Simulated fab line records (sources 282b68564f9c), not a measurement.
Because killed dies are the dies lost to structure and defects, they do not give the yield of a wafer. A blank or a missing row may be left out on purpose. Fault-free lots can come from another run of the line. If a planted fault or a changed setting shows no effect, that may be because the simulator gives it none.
Split-lot experiment    flow ritCmos    on a route of 202 steps: 5 lots, 23 wafers read

## THE SPLIT ITSELF
At RIT_ACTIVE_OXIDATION_01 (target thk 46.8 nm, ox time 3360 s), the setting tempC was moved away from the recipe's 1000 C on 5 of the 23 wafers read, by +2.4%. All remaining wafers had this setting at the recipe value.

The file shows no step between the split and the reading.

## THE READING
At RIT_ACTIVE_THK_MEAS_02: ACTIVE_OXIDE_THK, given in nm. On this fab line, fault-free wafers typically give 47.1 nm with a standard deviation of 0.76 nm.

wafer   tool, chamber at the split  tempC as run, C  against the recipe  ACTIVE_OXIDE_THK, nm  against lot-mates on the recipe
L074.1  -, -                        1000             recipe              47.3                  -
L074.2  -, -                        1000             recipe              46.9                  -
L074.3  -, -                        1000             recipe              46.8                  -
L074.4  -, -                        1000             recipe              46.3                  -
L074.5  -, -                        1000             recipe              46.2                  -
L075.1  -, -                        1024             +2.4%               59.0                  no lot-mate on the recipe
L075.2  -, -                        1024             +2.4%               59.1                  no lot-mate on the recipe
L075.3  -, -                        1024             +2.4%               58.9                  no lot-mate on the recipe
L075.4  -, -                        1024             +2.4%               58.9                  no lot-mate on the recipe
L075.5  -, -                        1024             +2.4%               59.4                  no lot-mate on the recipe
L077.1  -, -                        1000             recipe              46.3                  -
L077.2  -, -                        1000             recipe              46.7                  -
L077.4  -, -                        1000             recipe              46.6                  -
L077.5  -, -                        1000             recipe              46.7                  -
L077.6  -, -                        1000             recipe              47.6                  -
L078.1  -, -                        1000             recipe              45.7                  -
L078.2  -, -                        1000             recipe              46.0                  -
L078.3  -, -                        1000             recipe              45.8                  -
L078.4  -, -                        1000             recipe              45.8                  -
L078.5  -, -                        1000             recipe              46.8                  -
L085.4  furnace-01, 0               1000             recipe              48.0                  -
L085.5  furnace-01, 0               1000             recipe              47.6                  -
L085.6  furnace-01, 0               1000             recipe              47.2                  -

FIT RESULTS
A straight line over all 23 wafers: ACTIVE_OXIDE_THK changes by +5.16 nm for each +1% of tempC; r = +0.99; the points scatter about the line by 0.61 nm.
Too few moved wafers have a lot-mate on the recipe to fit a line with each lot's own level taken away.

## THE WHOLE CHAIN: every reading that the file lists as answering this split, in the file's order
step                     what it does                                                         reading                                                                             change (the file's fit)               r (the file's)
RIT_ACTIVE_OXIDATION_01  target thk 46.8 nm, ox time 3360 s                                   SiO2_of_ACTIVE_OXIDATION_01.thkNm (the simulator's own value, which no gauge read)  +5.16 nm for each +1% of the setting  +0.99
RIT_ACTIVE_THK_MEAS_02                                                                        ACTIVE_OXIDE_THK                                                                    +5.16 for each +1% of the setting     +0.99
RIT_ACTIVE_ETCH_13       etches Si3N4 in SF6, stops on SiO2, time 210 s, target depth 210 nm  SiO2_of_ACTIVE_OXIDATION_01.thkNm (the simulator's own value, which no gauge read)  +4.86 nm for each +1% of the setting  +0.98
RIT_FOX2_WET_ETCH_03     etches Si3N4 in H3PO4, target depth 195 nm, time 2700 s              SiO2_of_ACTIVE_OXIDATION_01.thkNm (the simulator's own value, which no gauge read)  +4.37 nm for each +1% of the setting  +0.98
RIT_M1_PROBE_99                                                                               etest.nldd.widthNm (the simulator's own value, which no gauge read)                 -63.4 nm for each +1% of the setting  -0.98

## THE FILE'S OWN FIT
ACTIVE_OXIDE_THK changes by +5.16 nm for each +1% of tempC, r = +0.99.
